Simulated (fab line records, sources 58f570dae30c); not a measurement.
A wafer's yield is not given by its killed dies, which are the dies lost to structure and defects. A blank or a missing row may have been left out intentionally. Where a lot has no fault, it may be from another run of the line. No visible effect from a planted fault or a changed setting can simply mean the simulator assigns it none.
Lot-split experiment / flow berkeley-cmos170 / 5 lots, 23 wafers read, on a route of 331 steps

ON THE SPLIT
At UCB170_M3_METAL_ETCH_18 (etches Al in Cl2/BCl3, stops on SiO2, target depth 1170 nm, time 195 s), the setting time-s was moved away from the recipe's 195 s on 7 of the 23 wafers read, by -7.5% to +12.5%. All remaining wafers had this setting at the recipe value.

The file shows no step between the split and the reading.

THE READING
oes-product-au, in a.u., at UCB170_M3_STRIP_19 (strips in O2). Fault-free wafers of this fab line usually give 0.542 a.u., standard deviation 0.012 a.u.

wafer=L074.1; tool, chamber at the split=rie-metal-02, 0; time-s as run, s=195; against the recipe=recipe; oes-product-au, a.u.=0.554; against lot-mates on the recipe=-
wafer=L074.2; tool, chamber at the split=rie-metal-02, 1; time-s as run, s=195; against the recipe=recipe; oes-product-au, a.u.=0.524; against lot-mates on the recipe=-
wafer=L074.4; tool, chamber at the split=rie-metal-02, 0; time-s as run, s=195; against the recipe=recipe; oes-product-au, a.u.=0.546; against lot-mates on the recipe=-
wafer=L074.5; tool, chamber at the split=rie-metal-02, 1; time-s as run, s=195; against the recipe=recipe; oes-product-au, a.u.=0.527; against lot-mates on the recipe=-
wafer=L074.6; tool, chamber at the split=rie-metal-02, 0; time-s as run, s=195; against the recipe=recipe; oes-product-au, a.u.=0.548; against lot-mates on the recipe=-
wafer=L077.1; tool, chamber at the split=rie-metal-04, 1; time-s as run, s=195; against the recipe=recipe; oes-product-au, a.u.=0.545; against lot-mates on the recipe=-
wafer=L077.2; tool, chamber at the split=rie-metal-04, 0; time-s as run, s=195; against the recipe=recipe; oes-product-au, a.u.=0.537; against lot-mates on the recipe=-
wafer=L077.3; tool, chamber at the split=rie-metal-04, 1; time-s as run, s=180.3; against the recipe=-7.5%; oes-product-au, a.u.=0.595; against lot-mates on the recipe=+0.054
wafer=L077.5; tool, chamber at the split=rie-metal-04, 1; time-s as run, s=180.3; against the recipe=-7.5%; oes-product-au, a.u.=0.595; against lot-mates on the recipe=+0.054
wafer=L077.6; tool, chamber at the split=rie-metal-04, 0; time-s as run, s=180.3; against the recipe=-7.5%; oes-product-au, a.u.=0.591; against lot-mates on the recipe=+0.050
wafer=L079.3; tool, chamber at the split=rie-metal-03, 0; time-s as run, s=195; against the recipe=recipe; oes-product-au, a.u.=0.537; against lot-mates on the recipe=-
wafer=L079.4; tool, chamber at the split=rie-metal-03, 1; time-s as run, s=195; against the recipe=recipe; oes-product-au, a.u.=0.531; against lot-mates on the recipe=-
wafer=L079.5; tool, chamber at the split=rie-metal-03, 1; time-s as run, s=195; against the recipe=recipe; oes-product-au, a.u.=0.525; against lot-mates on the recipe=-
wafer=L081.1; tool, chamber at the split=rie-metal-04, 1; time-s as run, s=195; against the recipe=recipe; oes-product-au, a.u.=0.545; against lot-mates on the recipe=-
wafer=L081.2; tool, chamber at the split=rie-metal-04, 0; time-s as run, s=195; against the recipe=recipe; oes-product-au, a.u.=0.537; against lot-mates on the recipe=-
wafer=L081.3; tool, chamber at the split=rie-metal-04, 1; time-s as run, s=195; against the recipe=recipe; oes-product-au, a.u.=0.542; against lot-mates on the recipe=-
wafer=L081.4; tool, chamber at the split=rie-metal-04, 0; time-s as run, s=184.8; against the recipe=-5.2%; oes-product-au, a.u.=0.587; against lot-mates on the recipe=+0.046
wafer=L081.6; tool, chamber at the split=rie-metal-04, 0; time-s as run, s=184.8; against the recipe=-5.2%; oes-product-au, a.u.=0.586; against lot-mates on the recipe=+0.045
wafer=L080.1; tool, chamber at the split=rie-metal-03, 0; time-s as run, s=195; against the recipe=recipe; oes-product-au, a.u.=0.539; against lot-mates on the recipe=-
wafer=L080.3; tool, chamber at the split=rie-metal-03, 0; time-s as run, s=195; against the recipe=recipe; oes-product-au, a.u.=0.537; against lot-mates on the recipe=-
wafer=L080.4; tool, chamber at the split=rie-metal-03, 1; time-s as run, s=195; against the recipe=recipe; oes-product-au, a.u.=0.538; against lot-mates on the recipe=-
wafer=L080.5; tool, chamber at the split=rie-metal-03, 1; time-s as run, s=219.3; against the recipe=+12.5%; oes-product-au, a.u.=0.453; against lot-mates on the recipe=-0.085
wafer=L080.6; tool, chamber at the split=rie-metal-03, 0; time-s as run, s=219.3; against the recipe=+12.5%; oes-product-au, a.u.=0.460; against lot-mates on the recipe=-0.078

THE FIT
A straight line over all 23 wafers: oes-product-au changes by -0.00706 a.u. for each +1% of time-s; r = -0.97; the points scatter about the line by 0.0081 a.u.
The same after taking each lot's own level away (the mean of its wafers on the recipe; 23 wafers): -0.00688 a.u. for each +1%; r = -0.98; scatter 0.0071 a.u.
On that fit, the largest move of time-s shifts the reading by 0.086 a.u.
The lots' own levels span 0.5310 to 0.5413 a.u., that is 0.9 times the standard deviation above.
So the lot-to-lot level changes the slope little: the two slopes agree.
Check: -0.0841 a.u. against its lot-mates is what the line predicts for one of the wafers moved furthest among these (+12.5%) when that wafer is left out of the fit. It came out at -0.085 a.u. against them.

THE OTHER SPLITS THESE WAFERS WENT THROUGH
Before the reading, these wafers also passed through other splits. Each is held against what the fit with the lots' levels taken away leaves over:
other split on the same wafers=UCB170_SDANNEAL_RTA_01 time-s; wafers away from the commonest value=4; r with oes-product-au (lot level and that fit taken away)=-0.09
other split on the same wafers=UCB170_SILICIDE_SPUTTER_01 time-s; wafers away from the commonest value=5; r with oes-product-au (lot level and that fit taken away)=-0.24
other split on the same wafers=UCB170_M2_STRIP_07 o2-flow-sccm; wafers away from the commonest value=8; r with oes-product-au (lot level and that fit taken away)=+0.38
other split on the same wafers=UCB170_V2_CMP_02 leave-above-ref-nm; wafers away from the commonest value=10; r with oes-product-au (lot level and that fit taken away)=-0.23
other split on the same wafers=UCB170_V2_STRIP_15 o2-flow-sccm; wafers away from the commonest value=9; r with oes-product-au (lot level and that fit taken away)=+0.01
other split on the same wafers=UCB170_M3_EXPOSE_12 dose-mj; wafers away from the commonest value=8; r with oes-product-au (lot level and that fit taken away)=+0.29

THE WHOLE CHAIN: every reading that the file lists as answering this split, in the file's order
step=UCB170_M3_METAL_ETCH_18; what it does=etches Al in Cl2/BCl3, stops on SiO2, target depth 1170 nm, time 195 s; reading=KrF_of_M3_COAT_10.thk-nm (the simulator's own value, which no gauge read); change (the file's fit)=-6.76 nm for each +1% of the setting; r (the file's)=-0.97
step=UCB170_M3_STRIP_19; what it does=strips in O2; reading=oes-product-au; change (the file's fit)=-0.00686 a.u. for each +1% of the setting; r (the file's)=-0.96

THE FILE'S OWN FIT
oes-product-au changes by -0.00686 a.u. for each +1% of time-s, r = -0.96.
